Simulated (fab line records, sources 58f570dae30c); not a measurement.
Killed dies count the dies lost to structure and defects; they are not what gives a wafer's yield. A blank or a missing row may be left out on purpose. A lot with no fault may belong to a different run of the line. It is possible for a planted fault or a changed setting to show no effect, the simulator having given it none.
Problem report in the 8D (eight disciplines) form, filled by code || flow berkeley_cmos170 || the parts of the form that need people (team, actions taken, sign-off) are left out

## 1. WHAT WENT WRONG
V2_TEOS_THK at UCB170_V2_THK_MEAS_01 reads a mean of 2223 nm on 1 wafer of 1 lot; wafers without a fault read 2016 nm with a standard deviation of 28. That puts it +7.4 standard deviations away from the usual mean.
Seen first at day 9 17:42 on film_metro-02, wafer L702.4. The record holds 39 wafers of 13 lots with a number at this step. Rule for "out" (also "out of limits"): further than 4 standard deviations from the usual mean. The other wafers with a number count as sound.

## 2. WHAT IT IS, WHAT IT ISN'T
{"question": "which readings at this step", "is": "V2_TEOS_THK", "is not": "-"}
{"question": "which lots", "is": "L702", "is not": "L690, L691, L692, L693, L694, L695, L696, L697, L708, L709, L711, L713"}
{"question": "which wafers of those lots", "is": "L702.4", "is not": "L702.3, L702.6"}
{"question": "read on which gauges", "is": "film_metro-02", "is not": "film_metro-01, film_metro-03"}
{"question": "when", "is": "from day 9 17:42", "is not": "up to then (26 sound wafers); but 12 sound wafers of L708, L709, L711, L713 came after"}

## 3. SUSPECTS, AND WHAT RULES EACH OUT
Counting: any tool at a process step up to the reading remains a suspect provided it ran every lot that is out. Sound lots after the first of them don't rule it out here, since some wafers of a struck lot are sound.
- the gauge at UCB170_V2_THK_MEAS_01 is ruled out. All the wafers that are out were read on film_metro-02, but those of them that UCB170_V2_CVD_00 has rows for are out there too, on other tools.
- rie_diel-01 at UCB170_ZERO_ETCH_06 (etches SiO2 in CHF3/CF4/Ar, time 12 s): kept. It processed L702, the lot that is out, at day 4 03:43, and its most recent sound lot before then was L696 at day 2 23:36.
- pecvd-02 at UCB170_V2_CVD_00 (deposits SiO2 from TEOS/O2, target thk 2000 nm, time 250 s): kept. It processed L702, the lot that is out, at day 9 17:32, and its most recent sound lot before then was L697 at day 9 01:47. Out on those wafers are its own readings of rf_fwd_power_W.
- pecvd-02, UCB170_V2_CVD_00: wafers that are out in chamber 0, sound lot-mates in chambers 1, 2.
The count leaves pecvd-02 at UCB170_V2_CVD_00 and rie_diel-01 at UCB170_ZERO_ETCH_06.

## 4. THE CAUSE (what the simulator had put in)
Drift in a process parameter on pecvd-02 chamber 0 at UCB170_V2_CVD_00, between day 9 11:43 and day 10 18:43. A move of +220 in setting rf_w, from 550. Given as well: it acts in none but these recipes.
Counting left 2 suspects, and this tool is among them.

## 5. THE CHAIN OF EFFECTS, in route order
One row per reading whose mean, taken over the struck wafers that have a number, lies over 3 standard deviations from the usual. Only readings for which the record gives a usual standard deviation are gone through. hours: the time from each lot's start at the first step in this table that gives one to its start at this step, as a median over the lots. sigmas: the change in usual standard deviations.
{"hours": 0, "step": "UCB170_V2_CVD_00", "reading": "rf_fwd_power_W", "usual": "548.7 W", "on struck wafers": 767.6, "change": "+218.9", "sigmas": "+99 or more"}
{"hours": 0, "step": "UCB170_V2_THK_MEAS_01", "reading": "V2_TEOS_THK", "usual": "2016 nm", "on struck wafers": 2223, "change": "+207", "sigmas": "+7.4"}
Here are the process steps it includes:
- UCB170_V2_CVD_00: deposits SiO2 from TEOS/O2, target thk 2000 nm, time 250 s.
Later steps that measure or inspect, where all struck wafers having a row at the step show a number for every such reading and not one has moved that far: UCB170_M3_OVL_MEAS_16.

## 6. WHAT WOULD HAVE CAUGHT IT SOONER
The first out-of-limits reading at a measuring or inspecting step in this record came at day 9 17:42, 6 hours after the fault's start at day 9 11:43.
The tool's own readings at UCB170_V2_CVD_00 were out on every struck wafer that the step has a row for (rf_fwd_power_W): an alarm limit on them would have fired on the first of those.
By day 9 17:42, every lot that is out (1) had started UCB170_V2_CVD_00 on pecvd-02. Had the tool been put on hold then, not one of them would have been saved.
